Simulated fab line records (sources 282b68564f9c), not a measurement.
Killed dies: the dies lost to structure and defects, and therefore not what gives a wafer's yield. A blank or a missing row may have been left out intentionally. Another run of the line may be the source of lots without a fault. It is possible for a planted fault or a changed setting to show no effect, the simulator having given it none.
fab line records -- flow rit_cmos
record: lots: 14, wafers: 42, last_day: 7
route steps=202 shown CONTACT@180 M1@202
lots that met no fault: taken from a fault-free run of the same line
start_h: the number of hours between the record's first day and the start of the first shown wafer of the lot -- wait_h: hours since the lot's step before -- " unchanged from the row above -- L1.1+2: a row that stands for several wafers -- - no value, or no start was given -- * or withheld: withheld -- < > ~ a bound
route shown NAME@n: names a module that has steps shown in the file, with the first one's number in the route -- usual: average and standard deviation across the fault-free wafers -- same: alike in all rows -- chamber/n: place in a boat -- sites: readings site by site -- _std_site: the values' standard deviation -- _edge_site: outer sites' mean less inner sites' -- radius_mm: for every site, how far away it sits from the centre of the wafer -- mask NAME#n: copy n -- behind: the most recent tool/chamber to have shaped the wafer -- hold: cause of the lot's hold/its duration in hours/its outcome -- device: the n, p or np transistor that did not switch -- end of line: the tests these same wafers got at the end of their route -- where a step has no rows: the recipe by itself -- killed: dies that structure and defects cost at the first sort, which is not the same as the wafer's yield -- map: shows each die of a wafer: x if killed, . if not, _ if none is there
set.NAME: the setting the step ran with; set.NAME@STEP: the setting that earlier step ran with -- model.NAME: the simulator's own value behind a step, which no gauge read
steps of the route over a sample of lots; a table a step, a row a wafer
services: the hour from which a tool's chamber was out of use, counted from the record's first day as start_h (under 0 if before that day), plus the number of hours and why
== steps ==
step: RIT_CONTACT_STRIP_12
recipe: chemistry: O2, time_s: 180, resist: NOVOLAK, platen_temp_c: withheld, power_w: 500, pressure_mtorr: 4000, o2_flow_sccm: 4000
usual: drypump_motor_current_A: 5.6/0.34
lot.wafer,tool,chamber,start_h,wait_h,drypump_motor_current_A,rf_hours_counter_h
L934.3,plasma_asher-04,1,57.65,0.2,5.5,-
L934.4,plasma_asher-04,0,57.65,0.2,5.0,-
L934.6,plasma_asher-04,0,57.65,0.2,5.0,-
L935.2,plasma_asher-04,1,61.80,0.1,5.5,26
L935.3,plasma_asher-04,0,61.80,0.1,5.0,-
L935.6,plasma_asher-04,0,61.80,0.1,5.0,-
L936.1,plasma_asher-03,0,68.50,0.1,5.7,42
L936.4,plasma_asher-03,1,68.50,0.1,6.0,-
L936.6,plasma_asher-03,1,68.50,0.1,6.1,-
L937.2,plasma_asher-02,0,76.06,0.1,5.7,43
L937.4,plasma_asher-02,0,76.06,0.1,5.7,-
L937.6,plasma_asher-02,0,76.06,0.1,5.7,-
L939.2,plasma_asher-02,1,84.22,0.1,5.9,44
L939.5,plasma_asher-02,0,84.22,0.1,5.7,-
L939.6,plasma_asher-02,1,84.22,0.1,5.9,-
L938.4,plasma_asher-04,1,85.74,0.1,5.5,-
L938.5,plasma_asher-04,0,85.74,0.1,5.0,-
L938.6,plasma_asher-04,1,85.74,0.1,5.5,-
L940.1,plasma_asher-04,1,87.46,0.1,5.5,29
L940.4,plasma_asher-04,1,87.46,0.1,5.5,-
L940.6,plasma_asher-04,0,87.46,0.1,5.0,-
L941.3,plasma_asher-02,1,94.31,0.2,5.9,-
L941.5,plasma_asher-02,0,94.31,0.2,5.7,-
L941.6,plasma_asher-02,1,94.31,0.2,5.9,-
L943.1,plasma_asher-04,0,105.83,0.1,5.0,31
L943.2,plasma_asher-04,1,105.83,0.1,5.5,31
L943.5,plasma_asher-04,0,105.83,0.1,5.0,-
L945.1,plasma_asher-03,0,112.72,0.1,5.7,47
L945.2,plasma_asher-03,1,112.72,0.1,6.0,47
L945.3,plasma_asher-03,1,112.72,0.1,6.0,-
L948.4,plasma_asher-04,1,127.12,0.2,5.5,-
L948.5,plasma_asher-04,0,127.12,0.2,5.0,-
L948.6,plasma_asher-04,1,127.12,0.2,5.5,-
L949.1,plasma_asher-04,0,131.44,0.1,5.0,34
L949.2,plasma_asher-04,1,131.44,0.1,5.6,34
L949.4,plasma_asher-04,1,131.44,0.1,5.5,-
L955.1,plasma_asher-02,1,161.55,0.1,5.9,53
L955.4,plasma_asher-02,1,161.55,0.1,5.9,-
L955.6,plasma_asher-02,1,161.55,0.1,5.9,-
L957.1,plasma_asher-02,0,170.43,0.1,5.7,54
L957.3,plasma_asher-02,0,170.43,0.1,5.7,-
L957.6,plasma_asher-02,1,170.43,0.1,5.9,-
step: RIT_M1_PROBE_99
usual: killed_at_contacts: 0.1/0.31, killed_at_front_end: 8/3.1, killed_dies: 8/3.2, killed_on_rim: 2.1/1.6, killed_open: 3.9/2.2, killed_short: 3.8/2.1
same: gross_dies: 264, killed_at_M0_to_M3: 0, killed_at_M4_up: 0, killed_at_back_side: 0, killed_at_other: 0
lot.wafer,tool,chamber,start_h,wait_h,hold,killed_at_contacts,killed_at_front_end,killed_dies,killed_on_rim,killed_open,killed_short
L934.3,prober-02,-,62.40,0.2,-,0,12,12,7,5,7
L934.4,prober-02,-,62.45,0.2,-,0,12,12,3,5,7
L934.6,prober-02,-,62.55,0.2,-,0,8,8,2,6,2
L935.2,prober-01,-,66.54,0.1,-,0,4,4,1,4,0
L935.3,prober-01,-,66.59,0.2,-,0,2,2,0,0,2
L935.6,prober-01,-,66.74,0.2,-,0,7,7,3,3,4
L936.1,prober-02,-,73.42,0.1,-,0,12,12,3,7,5
L936.4,prober-02,-,73.57,0.2,-,0,8,8,2,4,4
L936.6,prober-02,-,73.67,0.2,-,0,7,7,3,1,6
L937.2,prober-01,-,80.81,0.1,-,0,6,6,1,5,1
L937.4,prober-01,-,80.91,0.2,-,0,4,4,0,1,3
L937.6,prober-01,-,81.01,0.2,-,0,8,8,5,4,4
L939.2,prober-02,-,89.08,0.1,-,1,10,11,4,6,5
L939.5,prober-02,-,89.23,0.2,-,0,5,5,0,4,1
L939.6,prober-02,-,89.28,0.2,-,0,4,4,0,2,2
L938.4,prober-01,-,90.68,0.2,-,0,7,7,5,5,2
L938.5,prober-01,-,90.73,0.2,-,0,7,7,1,4,3
L938.6,prober-01,-,90.78,0.2,-,0,9,9,2,3,6
L940.1,prober-02,-,92.29,0.1,-,0,11,11,3,6,5
L940.4,prober-02,-,92.44,0.2,-,1,13,14,5,5,9
L940.6,prober-02,-,92.54,0.2,-,0,3,3,3,1,2
L941.3,prober-01,-,99.15,0.2,-,0,4,4,1,3,1
L941.5,prober-01,-,99.25,0.2,-,0,4,4,0,1,3
L941.6,prober-01,-,99.30,0.2,-,0,5,5,0,2,3
L943.1,prober-01,-,110.64,0.1,-,0,8,8,2,7,1
L943.2,prober-01,-,110.69,0.1,-,0,6,6,2,1,5
L943.5,prober-01,-,110.84,0.2,-,1,13,14,1,5,9
L945.1,prober-01,-,117.52,0.1,-,0,10,10,1,5,5
L945.2,prober-01,-,117.57,0.1,-,0,6,6,2,3,3
L945.3,prober-01,-,117.62,0.2,-,0,6,6,1,4,2
L948.4,prober-02,-,132.17,0.2,await_dispo/1.2h/release,0,3,3,1,1,2
L948.5,prober-02,-,132.22,0.2,await_dispo/1.2h/release,21,11,32,9,9,2
L948.6,prober-02,-,132.27,0.2,await_dispo/1.2h/release,0,6,6,1,2,4
L949.1,prober-01,-,136.39,0.1,await_dispo/1.9h/release,25,1,26,6,0,1
L949.2,prober-01,-,136.44,0.1,await_dispo/1.9h/release,0,7,7,1,3,4
L949.4,prober-01,-,136.54,0.2,await_dispo/1.9h/release,0,9,9,1,4,5
L955.1,prober-01,-,166.26,0.1,-,0,12,12,2,7,5
L955.4,prober-01,-,166.41,0.2,-,0,9,9,6,7,2
L955.6,prober-01,-,166.51,0.2,-,0,11,11,4,6,5
L957.1,prober-01,-,175.37,0.1,-,0,7,7,1,2,5
L957.3,prober-01,-,175.47,0.2,-,0,7,7,4,4,3
L957.6,prober-01,-,175.62,0.2,-,0,7,7,1,3,4
killed by level:class
L934.3 GATE:geometric_particle:short=3 SILICIDE:geometric_particle:open=2 FOX1:geometric_particle:open=1 FOX2:geometric_particle:short=1 GATE:geometric_particle:open=1 REOX:geometric_particle:open=1 REOX:geometric_particle:short=1 SPACER:geometric_particle:short=1
L934.4 GATE:geometric_particle:open=3 GATE:geometric_particle:short=2 FOX1:geometric_particle:short=1 FOX2:geometric_particle:short=1 REOX:geometric_particle:short=1 SPACER:geometric_particle:short=1 SPACER:geometric_particle:open=1 SILICIDE:geometric_particle:open=1
L934.6 FOX2:geometric_particle:short=2 FOX2:geometric_particle:open=2 GATE:geometric_particle:open=2 REOX:geometric_particle:open=2
L935.2 SILICIDE:geometric_particle:open=2 FOX1:geometric_particle:open=1 SPACER:geometric_particle:open=1
L935.3 SPACER:geometric_particle:short=2
L935.6 FOX1:geometric_particle:short=1 FOX1:geometric_particle:open=1 GATE:geometric_particle:open=1 GATE:geometric_particle:short=1 REOX:geometric_particle:short=1 REOX:geometric_particle:open=1 SILICIDE:geometric_particle:short=1
L936.1 FOX1:geometric_particle:open=2 GATE:geometric_particle:open=2 REOX:geometric_particle:short=2 FOX1:geometric_particle:short=1 FOX2:geometric_particle:open=1 FOX2:geometric_particle:short=1 GATE:geometric_particle:short=1 REOX:geometric_particle:open=1
L936.4 SPACER:geometric_particle:short=3 SPACER:geometric_particle:open=2 FOX1:geometric_particle:short=1 FOX1:geometric_particle:open=1 REOX:geometric_particle:open=1
L936.6 REOX:geometric_particle:short=2 SPACER:geometric_particle:short=2 FOX1:geometric_particle:short=1 GATE:geometric_particle:short=1 GATE:geometric_particle:open=1
L937.2 FOX1:geometric_particle:open=2 GATE:geometric_particle:open=2 GATE:geometric_particle:short=1 REOX:geometric_particle:open=1
L937.4 GATE:geometric_particle:short=3 STARTING-WAFER:geometric_particle:open=1
L937.6 REOX:geometric_particle:short=3 SPACER:geometric_particle:open=2 FOX1:geometric_particle:open=1 REOX:geometric_particle:open=1 SPACER:geometric_particle:short=1
L939.2 SPACER:geometric_particle:open=3 GATE:geometric_particle:short=2 SPACER:geometric_particle:short=2 FOX2:geometric_particle:open=1 SILICIDE:geometric_particle:short=1 SILICIDE:geometric_particle:open=1 CONTACT:geometric_particle:open=1
L939.5 SILICIDE:geometric_particle:open=2 REOX:geometric_particle:open=1 SPACER:geometric_particle:open=1 SILICIDE:geometric_particle:short=1
L939.6 FOX2:geometric_particle:short=1 GATE:geometric_particle:open=1 GATE:geometric_particle:short=1 SPACER:geometric_particle:open=1
L938.4 GATE:geometric_particle:open=2 REOX:geometric_particle:open=2 FOX2:geometric_particle:open=1 SPACER:geometric_particle:short=1 SILICIDE:geometric_particle:short=1
L938.5 GATE:geometric_particle:open=3 FOX2:geometric_particle:open=1 FOX2:geometric_particle:short=1 GATE:geometric_particle:short=1 SPACER:geometric_particle:short=1
L938.6 GATE:geometric_particle:open=2 REOX:geometric_particle:short=2 SPACER:geometric_particle:short=2 FOX2:geometric_particle:short=1 SPACER:geometric_particle:open=1 SILICIDE:geometric_particle:short=1
L940.1 GATE:geometric_particle:short=3 SILICIDE:geometric_particle:open=2 FOX1:geometric_particle:open=1 FOX2:geometric_particle:open=1 GATE:geometric_particle:open=1 REOX:geometric_particle:short=1 REOX:geometric_particle:open=1 SILICIDE:geometric_particle:short=1
L940.4 SPACER:geometric_particle:short=3 GATE:geometric_particle:short=2 SILICIDE:geometric_particle:short=2 FOX1:geometric_particle:open=1 FOX2:geometric_particle:short=1 REOX:geometric_particle:short=1 REOX:geometric_particle:open=1 SPACER:geometric_particle:open=1
L940.6 FOX2:geometric_particle:short=1 GATE:geometric_particle:open=1 SPACER:geometric_particle:short=1
L941.3 GATE:geometric_particle:open=2 GATE:geometric_particle:short=1 REOX:geometric_particle:open=1
L941.5 GATE:geometric_particle:short=2 FOX1:geometric_particle:open=1 FOX1:geometric_particle:short=1
L941.6 FOX1:geometric_particle:short=1 GATE:geometric_particle:short=1 REOX:geometric_particle:open=1 SPACER:geometric_particle:open=1 SPACER:geometric_particle:short=1
L943.1 GATE:geometric_particle:open=5 GATE:geometric_particle:short=1 REOX:geometric_particle:open=1 SPACER:geometric_particle:open=1
L943.2 GATE:geometric_particle:short=2 REOX:geometric_particle:short=1 REOX:geometric_particle:open=1 SPACER:geometric_particle:short=1 SILICIDE:geometric_particle:short=1
L943.5 GATE:geometric_particle:short=4 REOX:geometric_particle:open=3 GATE:geometric_particle:open=2 FOX1:geometric_particle:short=1 REOX:geometric_particle:short=1 SPACER:geometric_particle:short=1 SILICIDE:geometric_particle:short=1 CONTACT:geometric_particle:short=1
L945.1 GATE:geometric_particle:open=3 FOX1:geometric_particle:short=1 FOX1:geometric_particle:open=1 FOX2:geometric_particle:short=1 GATE:geometric_particle:short=1 REOX:geometric_particle:short=1 SPACER:geometric_particle:open=1 SPACER:geometric_particle:short=1
L945.2 FOX2:geometric_particle:short=1 GATE:geometric_particle:open=1 REOX:geometric_particle:open=1 SPACER:geometric_particle:short=1 SPACER:geometric_particle:open=1 SILICIDE:geometric_particle:short=1
L945.3 GATE:geometric_particle:open=2 SILICIDE:geometric_particle:open=2 GATE:geometric_particle:short=1 SILICIDE:geometric_particle:short=1
L948.4 FOX2:geometric_particle:short=2 FOX2:geometric_particle:open=1
L948.5 CONTACT:unspecified=21 FOX2:geometric_particle:open=3 FOX2:geometric_particle:short=2 GATE:geometric_particle:open=2 FOX1:geometric_particle:open=1 REOX:geometric_particle:open=1 SPACER:geometric_particle:open=1 SILICIDE:geometric_particle:open=1
L948.6 GATE:geometric_particle:short=3 GATE:geometric_particle:open=2 FOX2:geometric_particle:short=1
L949.1 CONTACT:unspecified=25 GATE:geometric_particle:short=1
L949.2 GATE:geometric_particle:short=3 GATE:geometric_particle:open=2 REOX:geometric_particle:short=1 SILICIDE:geometric_particle:open=1
L949.4 GATE:geometric_particle:short=2 SPACER:geometric_particle:open=2 FOX1:geometric_particle:short=1 FOX2:geometric_particle:short=1 GATE:geometric_particle:open=1 REOX:geometric_particle:short=1 REOX:geometric_particle:open=1
L955.1 FOX2:geometric_particle:open=3 FOX2:geometric_particle:short=2 GATE:geometric_particle:short=2 SPACER:geometric_particle:open=2 SILICIDE:geometric_particle:open=2 SPACER:geometric_particle:short=1
L955.4 GATE:geometric_particle:open=3 REOX:geometric_particle:open=2 GATE:geometric_particle:short=1 SPACER:geometric_particle:short=1 SPACER:geometric_particle:open=1 SILICIDE:geometric_particle:open=1
L955.6 GATE:geometric_particle:open=3 FOX2:geometric_particle:short=2 GATE:geometric_particle:short=2 SILICIDE:geometric_particle:open=2 FOX2:geometric_particle:open=1 REOX:geometric_particle:short=1
L957.1 GATE:geometric_particle:short=2 REOX:geometric_particle:short=2 FOX2:geometric_particle:open=1 SPACER:geometric_particle:short=1 SILICIDE:geometric_particle:open=1
L957.3 FOX1:geometric_particle:short=1 FOX1:geometric_particle:open=1 GATE:geometric_particle:short=1 GATE:geometric_particle:open=1 REOX:geometric_particle:short=1 REOX:geometric_particle:open=1 SPACER:geometric_particle:open=1
L957.6 GATE:geometric_particle:short=2 FOX2:geometric_particle:open=1 FOX2:geometric_particle:short=1 GATE:geometric_particle:open=1 REOX:geometric_particle:short=1 REOX:geometric_particle:open=1
== services ==
tool,chamber,start_h,hours,kind
plasma_asher-02,-,72.75,2.8,pm
plasma_asher-04,-,132.08,5.2,repair
== key ==
first_sign: step: RIT_M1_PROBE_99, reading: killed_at_contacts, direction: up, sigmas: 23, usual: 0.1, struck: 23
effect: step: RIT_M1_PROBE_99, reading: killed_dies, direction: up, sigmas: 6.7, usual: 8, struck: 29
met_at RIT_CONTACT_STRIP_12
struck_lots L948,L949
struck_wafers L948.5,L949.1
tester_left_out L948,L949
onset_between 105.83 127.12
fault: kind: chamber_particle_source, tool: plasma_asher-04, chamber: 0, onset_h: 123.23, steps: RIT_CONTACT_STRIP_12, rate_per_visit_cm2: 0.41547, end_h: 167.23
tester_left_out: of these lots the tester's yield and bins aren't shown, on N5 and GAA mostly nor the transistor test; their killed dies are dies lost to structure and defects alone, not to doping, threshold or leakage, so they don't give the yield
